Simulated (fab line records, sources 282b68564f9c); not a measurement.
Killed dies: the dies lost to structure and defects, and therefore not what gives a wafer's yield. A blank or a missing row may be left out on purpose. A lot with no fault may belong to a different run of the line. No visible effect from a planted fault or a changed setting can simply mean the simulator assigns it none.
Check of tool commonality -- flow rit cmos -- 14 lots, 42 wafers sampled

== WHAT PROMPTED THE OPENING ==
2 of 14 lots carry a flag on the reading ACTIVE_NITRIDE_THK at RIT_ACTIVE_THK_MEAS_04. No-fault wafers: 150.4 nm, standard deviation 1.9.
Rule: a lot is flagged when every wafer of it that has a number lies more than 4 standard deviations from that mean, or none has a number. The rest of the lots are taken to be sound.

lot,measured,on,"ACTIVE_NITRIDE_THK (nm), wafer by wafer",flag
L684,day 1 13:32,film metro-03,148.4 149.5 148.8,
L685,day 1 21:19,film metro-03,150.7 150.6 151.7,
L686,day 2 00:19,film metro-03,148.8 148.6 148.0,
L688,day 2 09:32,film metro-03,151.9 151.9 150.3,
L689,day 2 14:32,film metro-04,132.7 131.9 131.0,FLAGGED
L691,day 3 00:32,film metro-04,129.6 129.7 128.8,FLAGGED
L696,day 4 01:33,film metro-02,152.4 150.5 150.0,
L699,day 4 16:32,film metro-03,147.6 148.3 147.0,
L700,day 4 21:44,film metro-04,151.9 151.1 150.7,
L703,day 5 12:32,film metro-04,146.0 145.9 146.8,
L704,day 5 17:34,film metro-02,151.2 151.4 152.7,
L705,day 5 23:14,film metro-04,150.0 149.6 149.8,
L706,day 6 04:15,film metro-03,149.6 149.3 147.4,
L707,day 6 08:32,film metro-04,153.2 153.4 152.3,
Average over the flagged lots: 130.6 nm; offset from the usual -19.8 nm, equal to -10 standard deviations.

== WHICH TOOL RAN EACH LOT ==
The record keeps 1 process step preceding the reading, out of 202 steps on the route. Each cell gives the tool, then ch followed by the chambers the sampled wafers passed through, then the start.
lot,flag,RIT_ACTIVE_CVD_03
L684,,"lpcvd-02 ch 1, day 1 12:07"
L685,,"lpcvd-01 ch 1, day 1 19:11"
L686,,"lpcvd-02 ch 1, day 1 22:54"
L688,,"lpcvd-01 ch 0, day 2 08:07"
L689,FLAGGED,"lpcvd-01 ch 0, day 2 13:07"
L691,FLAGGED,"lpcvd-01 ch 0, day 2 23:07"
L696,,"lpcvd-02 ch 0, day 4 00:07"
L699,,"lpcvd-02 ch 1, day 4 15:07"
L700,,"lpcvd-02 ch 0, day 4 20:19"
L703,,"lpcvd-02 ch 0, day 5 11:07"
L704,,"lpcvd-01 ch 1, day 5 16:07"
L705,,"lpcvd-01 ch 0, day 5 21:07"
L706,,"lpcvd-01 ch 1, day 6 02:07"
L707,,"lpcvd-01 ch 1, day 6 07:07"
What the steps here do:
- RIT_ACTIVE_CVD_03: deposits Si3N4 from SiH2Cl2/NH3, target thk 150 nm, time 1500 s.
- RIT_ACTIVE_THK_MEAS_04

== FLAGGED AGAINST TOTAL, ONE TOOL AT A TIME (gauges that did the reading follow at the end) ==
step,tool,lots run,flagged,share of the flagged lots,sound lots run after its first flagged lot
RIT_ACTIVE_CVD_03,lpcvd-01,8,2,all,"4 (L704,L705,L706,L707)"
RIT_ACTIVE_CVD_03,lpcvd-02,6,0,none,-
RIT_ACTIVE_THK_MEAS_04,film metro-02,2,0,none,-
RIT_ACTIVE_THK_MEAS_04,film metro-03,6,0,none,-
RIT_ACTIVE_THK_MEAS_04,film metro-04,6,2,all,"4 (L700,L703,L705,L707)"

== WHAT IS ALLOWED BY THE TABLE ==
In 2 table rows, all flagged lots were run: lpcvd-01 (RIT_ACTIVE_CVD_03), film metro-04 (RIT_ACTIVE_THK_MEAS_04).
- lpcvd-01 at RIT_ACTIVE_CVD_03: 2 of its 8 lots flagged. Sound lots followed the first flagged one (L704, L705, L706, L707) on it, something a lasting fault affecting the whole tool could not allow. Its own readings (nh3 flow sccm) fall more than 4 standard deviations out on all wafers of the flagged lots.
- film metro-04 at RIT_ACTIVE_THK_MEAS_04: 2 of its 6 lots flagged. Sound lots followed the first flagged one (L700, L703, L705, L707) on it, something a lasting fault affecting the whole tool could not allow.
None of the table's rows ran every flagged lot and, after the first, no sound lot.

== WHAT WAS PUT IN BY THE SIMULATOR ==
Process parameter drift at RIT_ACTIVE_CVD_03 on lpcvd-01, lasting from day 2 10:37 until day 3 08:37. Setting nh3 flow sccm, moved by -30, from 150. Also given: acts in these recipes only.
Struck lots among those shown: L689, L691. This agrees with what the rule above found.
